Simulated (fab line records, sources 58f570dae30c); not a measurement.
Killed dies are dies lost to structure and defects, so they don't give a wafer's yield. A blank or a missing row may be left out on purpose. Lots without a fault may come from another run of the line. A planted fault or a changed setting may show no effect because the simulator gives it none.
Which tool did it? | flow berkeley_cmos170 | 13 lots, 39 wafers sampled, at 4 steps of a route of 331

WHAT THE GAUGES READ, wafer by wafer
UCB170_NLDD_OVL_MEAS_07.
lot  | measured     | on         | NLDD_OVL (nm)
L251 | day 8 01:20  | overlay-01 | -8 3 -2
L255 | day 8 18:03  | overlay-02 | 4 2 6
L254 | day 8 18:19  | overlay-02 | -1 -1 -5
L256 | day 9 14:22  | overlay-01 | 0 -4 -3
L257 | day 9 14:29  | overlay-01 | 3 4 3
L259 | day 9 14:06  | overlay-01 | 0 -7 -4
L262 | day 10 09:26 | overlay-02 | -9 -7 -8
L264 | day 10 07:59 | overlay-02 | 2 1 3
L265 | day 10 10:08 | overlay-02 | -1 -11 -8
L268 | day 10 22:39 | overlay-01 | 3 7 1
L270 | day 11 00:22 | overlay-02 | 1 2 0
L271 | day 10 23:52 | overlay-01 | -6 0 -6
L274 | day 12 01:52 | overlay-02 | 0 -5 6

UCB170_SDANNEAL_RS_MEAS_03: measures by four-point-probe.
lot  | measured     | on            | NSD_RS (ohm/sq)
L251 | day 8 13:47  | film_metro-03 | 37.11 37.20 37.22
L255 | day 9 07:08  | film_metro-02 | 37.40 37.34 37.35
L254 | day 9 07:14  | film_metro-03 | 37.18 37.23 37.15
L256 | day 10 05:35 | film_metro-01 | 37.28 37.25 37.27
L257 | day 10 05:53 | film_metro-02 | 37.23 37.11 37.10
L259 | day 10 04:13 | film_metro-02 | 37.22 37.24 37.33
L262 | day 10 21:16 | film_metro-02 | 37.33 37.27 37.34
L264 | day 10 20:38 | film_metro-02 | 37.23 37.20 37.20
L265 | day 10 22:37 | film_metro-01 | 37.11 37.30 37.32
L268 | day 11 09:56 | film_metro-01 | 37.22 37.18 37.20
L270 | day 11 10:30 | film_metro-01 | 37.32 37.18 37.31
L271 | day 11 10:29 | film_metro-03 | 37.21 37.11 37.21
L274 | day 12 12:21 | film_metro-02 | 37.41 37.39 37.43

UCB170_V1_CD_MEAS_12: target cd 700 nm.
lot  | measured     | on        | cd_nm (nm)
L251 | day 9 01:34  | cd_sem-02 | 701.6 702.4 701.5
L255 | day 9 21:50  | cd_sem-02 | 699.1 698.0 696.8
L254 | day 9 21:40  | cd_sem-02 | 697.4 700.5 697.9
L256 | day 10 19:27 | cd_sem-02 | 700.5 699.5 700.6
L257 | day 10 22:44 | cd_sem-02 | 699.2 699.5 699.5
L259 | day 10 21:22 | cd_sem-02 | 699.1 700.5 699.3
L262 | day 11 11:23 | cd_sem-02 | 699.5 700.6 700.1
L264 | day 11 12:32 | cd_sem-02 | 700.8 702.2 700.9
L265 | day 11 16:40 | cd_sem-01 | 700.7 698.5 699.1
L268 | day 12 00:46 | cd_sem-01 | 700.1 702.4 700.9
L270 | day 12 21:51 | cd_sem-01 | 700.0 700.8 700.6
L271 | day 12 20:57 | cd_sem-01 | 701.0 700.3 701.3
L274 | day 13 01:31 | cd_sem-01 | 701.1 701.1 700.2

WHICH TOOL RAN EACH LOT (tool, then ch and the chambers of the sampled wafers, then the start)
lot  | UCB170_NWELL_WET_ETCH_18
L251 | wet_bench-04 ch 1, day 2 16:38
L255 | wet_bench-04 ch 1, day 3 16:04
L254 | wet_bench-01 ch 3, day 3 16:19
L256 | wet_bench-04 ch 2, day 4 00:58
L257 | wet_bench-01 ch 0, day 4 01:31
L259 | wet_bench-02 ch 3, day 4 13:23
L262 | wet_bench-01 ch 1, day 5 15:07
L264 | wet_bench-04 ch 1, day 5 20:07
L265 | wet_bench-02 ch 2, day 5 20:40
L268 | wet_bench-02 ch 3, day 6 03:49
L270 | wet_bench-02 ch 0, day 6 08:53
L271 | wet_bench-02 ch 0, day 6 14:21
L274 | wet_bench-01 ch 3, day 7 08:22
- UCB170_NWELL_WET_ETCH_18: etches Si3N4 in H3PO4, time 14400 s.

WHAT THE TOOLS THEMSELVES READ (means of the sampled wafers that have a number; where no wafer has one, the mark that the record gives instead)
The record holds no such reading with a usual standard deviation.

THE ANSWER, worked out from the rows above alone
Rule: what is usual is taken from the lots themselves. Put in order of their means at a reading, lots are off if they are a third of the lots or fewer, leave a main group of 4 or more, and stand apart from it by a gap of 3 or more times the standard deviation of the main group's means; of several such gaps the widest counts. A main group whose means are all the same, to the digits that the tables above print for the reading, isn't used. A lot without any number at a reading at which 4 lots or more have one is off too. The other lots that the step has rows for count as sound. The gauges are gone through in route order, then the tools' own readings, and for those a lot's mean is taken as printed above. The first step at which some lot is off is used, and at that step the reading that is off furthest; a lot without a number counts as furthest.
No lot is off at any reading shown: from this, nothing can be told.

WHAT THE SIMULATOR HAD PUT IN
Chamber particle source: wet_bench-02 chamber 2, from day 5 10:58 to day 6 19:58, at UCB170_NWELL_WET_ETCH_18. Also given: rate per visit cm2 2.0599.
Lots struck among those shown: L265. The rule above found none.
